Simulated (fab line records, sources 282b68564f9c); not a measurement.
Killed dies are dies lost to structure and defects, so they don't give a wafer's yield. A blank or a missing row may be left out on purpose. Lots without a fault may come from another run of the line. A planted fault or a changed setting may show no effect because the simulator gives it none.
Problem report in the 8D (eight disciplines) form, filled by code | flow rit_cmos | the parts of the form that need people (team, actions taken, sign-off) are left out

1. THE PROBLEM
killed_at_front_end at RIT_M1_PROBE_99 reads a mean of 36.7 on 3 wafers of 2 lots; wafers without a fault read 7.1 with a standard deviation of 2.9. That is +10 standard deviations from the usual mean.
First seen on wafer L326.2, day 4 19:35, on prober-01. The record holds 9 wafers of 3 lots with a number at this step. Rule for "out", or "out of limits": more than 4 standard deviations from the usual mean. The other wafers with a number count as sound.

2. WHAT IT IS AND WHAT IT IS NOT
question                    | is                               | is not
which readings at this step | killed_at_front_end, killed_dies | killed_at_M0_to_M3, killed_at_contacts, killed_open, killed_short
which lots                  | L326, L330                       | L337
which wafers of those lots  | L326.2, L326.6, L330.4           | L326.3, L330.1, L330.3
read on which tools         | prober-01, prober-02             | -
when                        | from day 4 19:35                 | up to then (0 sound wafers); but 6 sound wafers of L326, L330, L337 came after

3. SUSPECTS, AND WHAT RULES EACH OUT
Counting: a tool at a process step up to the reading stays a suspect if it ran every lot that is out. Sound lots after the first of them don't rule it out here, since some wafers of a struck lot are sound.
- rie_diel-02 at RIT_SPACER_ETCHBACK_05 (etches Si3N4 in SF6/CHF3, stops on SiO2, target depth 250 nm, time 240 s): kept. It ran every lot that is out, first L326 (day 4 08:46).
- Within rie_diel-02 at RIT_SPACER_ETCHBACK_05: the wafers that are out ran in chamber 3; their sound lot-mates ran in chambers 1, 2.
Left after counting: rie_diel-02 at RIT_SPACER_ETCHBACK_05.

4. THE CAUSE (what the simulator had put in)
Chamber particle source: rie_diel-02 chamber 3, from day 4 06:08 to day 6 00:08, at RIT_SPACER_ETCHBACK_05. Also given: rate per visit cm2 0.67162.
Counting left only this tool.

5. THE CHAIN OF EFFECTS, in route order
Each row: a reading whose mean over the struck wafers that have a number lies more than 3 standard deviations from the usual. Only readings for which the record gives a usual standard deviation are gone through. hours: the time from each lot's start at the first step in this table that gives one to its start at this step, as a median over the lots. sigmas: the change in usual standard deviations.
hours | step            | reading             | usual | on struck wafers | change | sigmas
0     | RIT_M1_PROBE_99 | killed_at_front_end | 7.1   | 36.7             | +29.6  | +10
0     | RIT_M1_PROBE_99 | killed_dies         | 7.2   | 36.7             | +29.5  | +10
The process steps in it:
- RIT_M1_PROBE_99

6. WHAT WOULD HAVE CAUGHT IT SOONER
In this record the first reading out of limits was taken at day 4 19:35, 13 hours after the fault began at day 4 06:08.
Of the tool readings at RIT_SPACER_ETCHBACK_05 for which the record gives a usual standard deviation, none was out on any struck wafer, so an alarm limit of 4 standard deviations on them would not have fired.
Of the lots that are out (2), L330 began RIT_SPACER_ETCHBACK_05 on rie_diel-02 after day 4 19:35. A hold on the tool at that time would have spared it.
